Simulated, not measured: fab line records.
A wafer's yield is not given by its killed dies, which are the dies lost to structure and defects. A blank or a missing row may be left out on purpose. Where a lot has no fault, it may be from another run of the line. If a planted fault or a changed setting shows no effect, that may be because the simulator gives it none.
fab line records	flow berkeley-cmos170
[record] lots = 5	wafers = 15	last-day = 10
route steps=331 shown ZERO@13 NWELL@14
lots with no fault: from the same line, run without faults
start-h: hours from the record's opening day to when the first of the lot's shown wafers began	wait-h: hours since the lot's step before	" unchanged from the row above	L1.1+2: a row that stands for several wafers	- no value present, or no start provided	* or withheld: withheld	< > ~ a bound
route shown NAME@n: NAME is a module with steps in the file, n the number in the route of the first one	usual: mean/standard deviation taken from wafers without a fault	same: alike in all rows	chamber/n: place in a boat	sites: each site's reading	_std_site: standard deviation across them	_edge_site: mean of outer sites minus mean of inner sites	radius-mm: for every site, how far away it sits from the centre of the wafer	mask NAME#n: copy n	behind: the most recent tool/chamber to have shaped the wafer	hold: cause of the lot's hold/its duration in hours/its outcome	device: the transistor (n, p or np) that didn't switch	end of line: the tests these same wafers got at the end of their route	a step with no rows: only its recipe	killed: at the first sort, the dies lost to defects and structure; wafer yield is something else	map: a wafer's dies, x killed, . not, _ none there
set.NAME: the setting as run; set.NAME@STEP: as run at that earlier step	model.NAME: the simulator's own value behind a step, which no gauge read
lots seen at some steps along the route; tables by step, rows by wafer
services: a tool's chamber out of use, with start hour (start-h, from the record's first day; less than 0 if before it), hours out, and reason
[[steps]]
[step UCB170_ZERO_STRIP_07]
[recipe] chemistry = O2	power-w = 400	pressure-mtorr = 3500	platen-temp-c = withheld	o2-flow-sccm = 400	overash-fraction = 0.5
[usual] drypump-motor-current-A = 5.7/0.38	oes-product-au = 0.727/0.0041	strip-time-to-endpoint-s = 21.47/0.057
lot.wafer	tool	chamber	start-h	wait-h	drypump-motor-current-A	oes-product-au	rf-hours-counter-h	strip-time-to-endpoint-s
L079.1	plasma-asher-03	1	42.84	0.1	5.1	0.731	31	21.53
L079.4	"	1	"	"	5.1	0.724	-	21.48
L079.6	"	0	"	"	5.5	0.723	-	21.53
L082.1	plasma-asher-02	1	57.49	0.0	5.8	0.725	36	21.46
L082.3	"	0	"	"	5.4	0.729	-	21.40
L082.4	"	1	"	"	5.8	0.723	-	21.44
L087.2	plasma-asher-04	1	87.98	0.0	5.5	0.733	35	21.32
L087.3	"	1	"	"	5.5	0.723	-	21.41
L087.6	"	0	"	"	6.2	0.725	-	21.38
L089.2	plasma-asher-03	0	95.55	0.0	5.5	0.736	37	21.47
L089.3	"	1	"	"	5.1	0.729	-	21.53
L089.4	"	0	"	"	5.5	0.731	-	21.55
L093.1	plasma-asher-04	1	112.48	0.1	5.5	0.729	38	21.47
L093.2	"	0	"	"	6.2	0.729	38	21.52
L093.3	"	0	"	"	6.2	0.728	-	21.56
[step UCB170_NWELL_WET_ETCH_00]
[recipe] chemistry = dHF	dilution = 25:1	target = SiO2	temp-c = 25	time-s = 200
lot.wafer	tool	chamber	start-h	wait-h
L079.1+4+6	wet-bench-01	1	42.94	0.1
L082.1+3+4	wet-bench-04	3	57.74	0.2
L087.2+3+6	wet-bench-04	3	88.20	0.2
L089.2+3+4	wet-bench-01	0	95.78	0.2
L093.1+2+3	wet-bench-02	1	112.75	0.2
[step UCB170_NWELL_OXIDATION_01]
[recipe] temp-c = 1000	ambient = O2	target-thk-a = 264	ox-time-s = 1260
lot.wafer	tool	chamber	start-h	wait-h
L079.1+4+6	furnace-02	0	43.02	0.0
L082.1+3+4	furnace-03	0	60.79	3.0
L087.2+3+6	furnace-02	0	89.65	1.4
L089.2+3+4	furnace-02	0	101.35	5.5
L093.1+2+3	furnace-04	0	114.86	2.0
[step UCB170_NWELL_THK_MEAS_02]
[recipe] reads = SiO2_of_NWELL_OXIDATION_01
[usual] NWELL_OXIDE_THK = 26.3/0.54
lot.wafer	tool	chamber	start-h	wait-h	NWELL_OXIDE_THK[nm]
L079.1	film-metro-01	-	44.37	0.0	26.1
L079.4	"	-	"	"	26.3
L079.6	"	-	"	"	26.2
L082.1	film-metro-03	-	62.14	0.0	25.5
L082.3	"	-	"	"	25.9
L082.4	"	-	"	"	25.6
L087.2	film-metro-04	-	91.01	0.0	26.5
L087.3	"	-	"	"	26.5
L087.6	"	-	"	"	26.7
L089.2	film-metro-04	-	102.71	0.0	26.5
L089.3	"	-	"	"	26.5
L089.4	"	-	"	"	26.4
L093.1	film-metro-01	-	116.21	0.0	26.6
L093.2	"	-	"	"	26.7
L093.3	"	-	"	"	26.6
[step UCB170_NWELL_ANNEAL_03]
[recipe] temp-c = 1000	time-s = 900	ambient = N2
lot.wafer	tool	chamber	start-h	wait-h
L079.1+4+6	furnace-02	0	45.62	1.2
L082.1+3+4	furnace-02	0	64.08	1.9
L087.2+3+6	furnace-02	0	92.66	1.6
L089.2+3+4	furnace-04	0	106.26	3.5
L093.1+2+3	furnace-02	0	119.65	3.4
[step UCB170_NWELL_CVD_04]
[recipe] material = Si3N4	target-thk-nm = 224	temp-c = 800	precursor = SiH2Cl2/NH3	time-s = 3360	pressure-mtorr = 200	sih2cl2-flow-sccm = 25	nh3-flow-sccm = 75
lot.wafer	tool	chamber	start-h	wait-h
L079.1+4+6	lpcvd-02	0	47.94	1.1
L082.1+3+4	lpcvd-01	0	65.33	0.0
L087.2+3+6	lpcvd-01	0	93.91	0.0
L089.2+3+4	lpcvd-01	1	107.51	0.0
L093.1+2+3	lpcvd-02	1	120.90	0.0
[step UCB170_NWELL_THK_MEAS_05]
[recipe] reads = Si3N4_of_NWELL_CVD_04
[usual] NWELL_NITRIDE_THK = 224.7/2.3
lot.wafer	tool	chamber	start-h	wait-h	NWELL_NITRIDE_THK[nm]
L079.1	film-metro-04	-	50.84	0.0	227.5
L079.4	"	-	"	"	227.9
L079.6	"	-	"	"	226.6
L082.1	film-metro-01	-	67.26	0.0	225.1
L082.3	"	-	"	"	222.9
L082.4	"	-	"	"	223.3
L087.2	film-metro-01	-	96.82	0.0	224.3
L087.3	"	-	"	"	225.0
L087.6	"	-	"	"	224.8
L089.2	film-metro-01	-	109.45	0.0	222.0
L089.3	"	-	"	"	222.3
L089.4	"	-	"	"	220.6
L093.1	film-metro-01	-	122.83	0.0	223.6
L093.2	"	-	"	"	224.9
L093.3	"	-	"	"	223.4
[step UCB170_NWELL_HMDS_06]
[recipe] prime-time-s = 60	prime-temp-c = 100
[usual] resist-line-temp-C = 23.01/0.1
lot.wafer	tool	chamber	start-h	wait-h	resist-line-temp-C
L079.1	litho-track-04	0	51.03	0.2	22.93
L079.4	"	0	"	"	23.11
L079.6	"	0	"	"	22.98
L082.1	litho-track-02	0	68.09	0.8	22.96
L082.3	"	0	"	"	23.24
L082.4	"	0	"	"	23.04
L087.2	litho-track-03	0	97.45	0.6	22.97
L087.3	"	0	"	"	22.93
L087.6	"	0	"	"	22.97
L089.2	litho-track-03	0	109.52	0.1	23.16
L089.3	"	0	"	"	22.93
L089.4	"	0	"	"	22.97
L093.1	litho-track-02	0	123.51	0.7	23.14
L093.2	"	0	"	"	23.15
L093.3	"	0	"	"	23.01
[step UCB170_NWELL_COAT_07]
[recipe] resist = KrF	spin-rpm = 1500	resist-thk-nm = 900
[usual] resist-line-temp-C = 22.99/0.11	spin-speed-rpm = 1500.0/0.92
lot.wafer	tool	chamber	start-h	wait-h	resist-line-temp-C	spin-speed-rpm
L079.1	litho-track-04	0	51.18	0.1	23.08	1501.2
L079.4	"	0	"	"	23.17	1500.9
L079.6	"	0	"	"	23.17	1500.8
L082.1	litho-track-02	0	68.24	0.1	23.05	1500.7
L082.3	"	0	"	"	22.93	1503.4
L082.4	"	0	"	"	22.99	1501.9
L087.2	litho-track-03	0	97.60	0.1	22.99	1500.3
L087.3	"	0	"	"	23.09	1502.2
L087.6	"	0	"	"	23.08	1500.4
L089.2	litho-track-03	0	109.67	0.1	22.71	1499.2
L089.3	"	0	"	"	22.97	1500.6
L089.4	"	0	"	"	22.83	1499.5
L093.1	litho-track-02	0	123.66	0.1	22.90	1498.9
L093.2	"	0	"	"	23.01	1499.8
L093.3	"	0	"	"	22.83	1499.8
[[services]]
tool	chamber	start-h	hours	kind
plasma-asher-03	-	32.35	0.9	repair
furnace-04	-	61.58	3.9	pm
furnace-03	-	67.40	4.4	pm
furnace-02	-	71.68	3.3	pm
wet-bench-01	-	75.03	2.4	repair
furnace-04	-	96.35	5.4	pm
furnace-03	-	99.69	3.3	pm
plasma-asher-03	-	108.75	9.0	pm
plasma-asher-03	0	108.75	9.0	vent-cycle
plasma-asher-03	1	108.75	9.0	vent-cycle
plasma-asher-03	0	117.75	-	clean
plasma-asher-03	1	117.75	-	clean
[[key]]
fault none
